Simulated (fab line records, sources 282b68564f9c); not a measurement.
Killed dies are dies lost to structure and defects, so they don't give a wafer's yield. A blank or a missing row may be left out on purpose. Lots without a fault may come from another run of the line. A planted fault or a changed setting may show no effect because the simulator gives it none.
Which tool did it? | flow rit_cmos | 14 lots, 42 wafers sampled, at 3 steps of a route of 202

WHAT THE GAUGES READ, wafer by wafer
RIT_SDANNEAL_RS_MEAS_07: measures by four-point-probe. Usual: NLDD_RS 151.6 ohm/sq, standard deviation 0.49.
lot  | measured    | on            | NLDD_RS (ohm/sq)  | flag
L959 | day 3 02:44 | film_metro-01 | 152.0 152.5 152.7 |
L960 | day 3 08:56 | film_metro-04 | 152.7 152.6 152.5 |
L961 | day 3 15:47 | film_metro-02 | 151.8 151.5 151.8 |
L962 | day 3 17:29 | film_metro-04 | 150.7 151.2 151.7 |
L963 | day 4 00:57 | film_metro-04 | 150.9 151.7 151.4 |
L965 | day 4 08:47 | film_metro-02 | 151.5 151.6 151.7 |
L967 | day 4 19:16 | film_metro-04 | 150.6 151.1 150.6 |
L968 | day 5 01:49 | film_metro-01 | 152.0 151.8 151.4 |
L970 | day 5 09:04 | film_metro-01 | 151.8 151.6 151.7 |
L975 | day 6 14:25 | film_metro-04 | 151.3 152.0 151.8 |
L977 | day 7 08:28 | film_metro-04 | 151.7 151.5 151.7 |
L979 | day 7 11:59 | film_metro-04 | 151.8 151.8 152.3 |
L981 | day 7 23:53 | film_metro-04 | 151.0 150.7 151.2 |
L982 | day 8 11:25 | film_metro-04 | 151.3 150.8 150.9 |

RIT_M1_THK_MEAS_02: measures by xrf. Usual: M1_AL_THK 410 nm, standard deviation 4.5.
lot  | measured    | on            | M1_AL_THK (nm) | flag
L959 | day 3 06:16 | film_metro-02 | 406 410 411    |
L960 | day 3 12:12 | film_metro-02 | 419 415 419    |
L961 | day 3 19:11 | film_metro-02 | 408 411 415    |
L962 | day 3 20:53 | film_metro-02 | 416 414 418    |
L963 | day 4 04:19 | film_metro-01 | 406 406 401    |
L965 | day 4 12:21 | film_metro-01 | 407 408 412    |
L967 | day 4 22:40 | film_metro-04 | 401 403 406    |
L968 | day 5 05:13 | film_metro-04 | 405 408 406    |
L970 | day 5 12:29 | film_metro-01 | 411 412 409    |
L975 | day 6 17:49 | film_metro-02 | 408 413 412    |
L977 | day 7 12:01 | film_metro-01 | 417 417 418    |
L979 | day 7 15:25 | film_metro-04 | 408 409 405    |
L981 | day 8 03:39 | film_metro-04 | 407 411 408    |
L982 | day 8 15:08 | film_metro-01 | 414 410 413    |

WHICH TOOL RAN EACH LOT (tool, then ch and the chambers of the sampled wafers, then the start)
lot  | RIT_M1_SPUTTER_00
L959 | pvd_sputter-04, day 3 05:51
L960 | pvd_sputter-01, day 3 11:47
L961 | pvd_sputter-03, day 3 18:47
L962 | pvd_sputter-01, day 3 20:28
L963 | pvd_sputter-03, day 4 03:54
L965 | pvd_sputter-04, day 4 11:56
L967 | pvd_sputter-04, day 4 22:15
L968 | pvd_sputter-01, day 5 04:47
L970 | pvd_sputter-01, day 5 12:05
L975 | pvd_sputter-04, day 6 17:23
L977 | pvd_sputter-01, day 7 11:36
L979 | pvd_sputter-03, day 7 14:55
L981 | pvd_sputter-03, day 8 03:14
L982 | pvd_sputter-03, day 8 14:43
- RIT_M1_SPUTTER_00: material Al, target thk 400 nm, time 500 s.

WHAT THE TOOLS THEMSELVES READ (means of the sampled wafers that have a number; where no wafer has one, the mark that the record gives instead)
RIT_M1_SPUTTER_00. Usual: chamber_pressure_pa 0.4000 Pa, standard deviation 0.00085; throttle_valve_pct 30.2 %, standard deviation 1.1.
lot  | tool           | chamber_pressure_pa (Pa) | throttle_valve_pct (%) | flag
L959 | pvd_sputter-04 | 0.4001                   | 29.8                   |
L960 | pvd_sputter-01 | 0.3994                   | 30.5                   |
L961 | pvd_sputter-03 | 0.4003                   | 29.0                   |
L962 | pvd_sputter-01 | 0.3994                   | 29.8                   |
L963 | pvd_sputter-03 | 0.4001                   | 30.5                   |
L965 | pvd_sputter-04 | 0.4006                   | 29.8                   |
L967 | pvd_sputter-04 | 0.3997                   | 30.5                   |
L968 | pvd_sputter-01 | 0.3999                   | 30.0                   |
L970 | pvd_sputter-01 | 0.3999                   | 30.1                   |
L975 | pvd_sputter-04 | 0.4002                   | 30.5                   |
L977 | pvd_sputter-01 | 0.4004                   | 30.6                   |
L979 | pvd_sputter-03 | 0.3998                   | 29.3                   |
L981 | pvd_sputter-03 | 0.4006                   | 30.1                   |
L982 | pvd_sputter-03 | 0.3999                   | 29.4                   |

THE ANSWER, worked out from the rows above alone
Rule: a lot is off if the mean of its wafers that have a number lies more than 3 standard deviations from the usual mean. A lot without any number at a reading at which 4 lots or more have one is off too. The other lots that the step has rows for count as sound. The gauges are gone through in route order, then the tools' own readings, and for those a lot's mean is taken as printed above. The first step at which some lot is off is used, and at that step the reading that is off furthest; a lot without a number counts as furthest.
No lot is off at any reading shown: from this, nothing can be told.

WHAT THE SIMULATOR HAD PUT IN
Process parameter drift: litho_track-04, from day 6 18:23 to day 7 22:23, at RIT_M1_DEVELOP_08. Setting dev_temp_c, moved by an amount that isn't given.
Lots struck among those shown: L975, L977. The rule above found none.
